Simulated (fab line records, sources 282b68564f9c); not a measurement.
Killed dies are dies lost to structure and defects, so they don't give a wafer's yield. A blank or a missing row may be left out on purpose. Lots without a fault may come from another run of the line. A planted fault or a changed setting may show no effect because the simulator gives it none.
A struck lot beside a sound one | flow rit_cmos | 13 steps out of a route of 202
Sound: wafers L374.1, L374.5, L374.6. Struck: wafers L371.1, L371.3, L371.4. The cause comes at the end.
At each step with rows: each side's tool, then ch and its chambers, then its first start. Under that, the readings that differ: sound wafers | struck wafers | difference of the means | sigmas: that difference in standard deviations of wafers without a fault.
alike: readings whose means differ by less than 2 such deviations, and words and numbers that are the same on both sides. not compared: withheld readings, readings that some wafer has no value for, bounds like >300 that may hide the same value, and numbers for which the record gives no deviation and whose values overlap.
The two part at a step that has a row with sigmas, a row that says differs or no value, or rows on one side only. Numbers that don't overlap but have no deviation are shown without sigmas and don't part them. A reading that every wafer of one side lacks parts them only if that side has two wafers or more.

first, 1 step without rows for these wafers: RIT_SDANNEAL_CLEAN_02 (cleans in SC2, time 600 s).
RIT_SDANNEAL_RTA_03: time 5 s.
  sound on rtp_anneal-02 ch 0, day 6 05:07; struck on rtp_anneal-02 ch 0, day 5 15:50
  alike: anneal_temp_c_max, chamber_o2_ppm, wafer_temp_C_max
RIT_SDANNEAL_RS_MEAS_04: measures by four-point-probe.
  sound on film_metro-02, day 6 05:10; struck on film_metro-03, day 5 15:53
  alike: PSD_RS
RIT_SDANNEAL_RS_MEAS_05: measures by four-point-probe.
  sound on film_metro-02, day 6 05:17; struck on film_metro-03, day 5 16:01
  alike: NSD_RS
RIT_SDANNEAL_RS_MEAS_06: measures by four-point-probe.
  sound on film_metro-02, day 6 05:25; struck on film_metro-03, day 5 16:08
  alike: PLDD_RS
RIT_SDANNEAL_RS_MEAS_07: measures by four-point-probe.
  sound on film_metro-02, day 6 05:32; struck on film_metro-03, day 5 16:15
  alike: NLDD_RS
then, 1 step without rows for these wafers: RIT_SILICIDE_WET_ETCH_00 (etches SiO2 in BOE, target depth 14 nm, time 15 s).
RIT_SILICIDE_SPUTTER_01: material Ti, target thk 30 nm, time 240 s.
  sound on pvd_sputter-01, day 6 05:40; struck on pvd_sputter-01, day 5 16:23
  alike: cathode_dc_power_W, throttle_valve_pct
RIT_SILICIDE_RS_MEAS_02: measures by four-point-probe.
  sound on film_metro-02, day 6 05:49; struck on film_metro-02, day 5 16:32
  alike: SILICIDE_TI_RS
RIT_SILICIDE_THK_MEAS_03: measures by xrf.
  sound on film_metro-02, day 6 05:56; struck on film_metro-02, day 5 16:39
  alike: SILICIDE_TI_THK
RIT_SILICIDE_RTA_04: time 10 s, ramp up 5 s, ramp down 5 s.
  sound on rtp_anneal-02 ch 0, day 6 06:00; struck on rtp_anneal-01 ch 0, day 5 16:43
  alike: anneal_temp_c_max, chamber_o2_ppm, wafer_temp_C_max
then, 1 step without rows for these wafers: RIT_SILICIDE_WET_ETCH_05 (etches Ti in SPM, time 120 s).
RIT_SILICIDE_RTA_06: time 10 s, ramp up 5 s, ramp down 10 s.
  sound on rtp_anneal-01 ch 0, day 6 06:06; struck on rtp_anneal-02, day 5 16:49
  no value came back on the struck wafers for anneal_temp_c_max, chamber_o2_ppm, wafer_temp_C_max; on the sound wafers anneal_temp_c_max reads 753.4 752.8 752.7

WHERE THEY PART
Only at RIT_SILICIDE_RTA_06, within this record.

WHY: what the simulator had put in
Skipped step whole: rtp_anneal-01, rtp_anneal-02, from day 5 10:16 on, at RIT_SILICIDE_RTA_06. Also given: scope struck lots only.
